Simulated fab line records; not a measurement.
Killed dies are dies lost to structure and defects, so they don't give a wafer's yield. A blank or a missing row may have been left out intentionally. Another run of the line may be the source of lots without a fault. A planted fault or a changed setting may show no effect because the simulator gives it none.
A single fault, viewed from 2 desks -- flow ritCmos -- what lay behind the numbers comes last; until then each desk has only its own

FROM THE METROLOGY DESK
Means of the sampled wafers that have a number, per lot and without regard to the tool the lot ran on: this is what the gauges read. Marked OUT: a lot whose mean sits more than 4 standard deviations from the usual mean, which makes it out of limits; the brackets give that distance.
Columns: A = PSD_RS at RIT_SDANNEAL_RS_MEAS_04, usual 116.1 ohm/sq
lot,first seen here,A
L315,day 3 12:22,115.6
L316,day 3 21:17,116.3
L317,day 4 00:53,116.5
L322,day 4 23:43,116.2
L324,day 5 08:10,115.8
L326,day 5 18:17,116.4
L328,day 5 23:29,116.7
L332,day 6 20:07,116.6
L333,day 7 01:44,116.2
L334,day 7 05:35,116.2
L335,day 7 09:20,115.6
Finding of this desk: none of the 11 lots has anything out of limits.

FOR THE TOOL OWNER'S DESK: lithoTrack-04
At RIT_NSD_SOFTBAKE_02 (time 62.74 s), the tool's own readings, given per lot that ran on this tool as the mean of the sampled wafers with a number. Marked OUT: a lot whose mean sits more than 4 standard deviations from the usual mean, which makes it out of limits; the brackets give that distance.
Columns: A = heaterPowerTotalW at RIT_NSD_SOFTBAKE_02, usual 34.62 W; B = plateSensorTCentreC at RIT_NSD_SOFTBAKE_02, usual 90.969 C; C = plateSensorTEdgeC at RIT_NSD_SOFTBAKE_02, usual 91.021 C
lot,first seen here,A,B,C
L315,day 3 08:57,34.57,90.965,91.011
L316,day 3 17:50,34.60,90.966,91.020
L324,day 5 04:53,32.09 (-52) OUT,86.356 (-99 or more) OUT,86.398 (-99 or more) OUT
L326,day 5 15:08,32.18 (-50) OUT,86.348 (-99 or more) OUT,86.400 (-99 or more) OUT
This desk's finding: out of limits on L324, L326; first on L324, day 5 04:53 (heaterPowerTotalW at RIT_NSD_SOFTBAKE_02). Within limits: L315, L316.

BROUGHT TOGETHER
The tool owner's desk could have raised an alarm at day 5 04:53, on L324, L326.
Nothing out of limits was seen by the metrology desk.
The metrology desk has L324, L326 on record, within its limits.
The lots listed all ran RIT_NSD_SOFTBAKE_02 on lithoTrack-04.

WHAT WAS PUT IN BY THE SIMULATOR
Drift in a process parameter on lithoTrack-04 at RIT_NSD_SOFTBAKE_02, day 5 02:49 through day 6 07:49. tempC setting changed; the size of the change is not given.
Lots struck among those shown: L324, L326.
Time in hours from fault onset to the first out-of-limits reading at each desk: the tool owner's desk, 2.
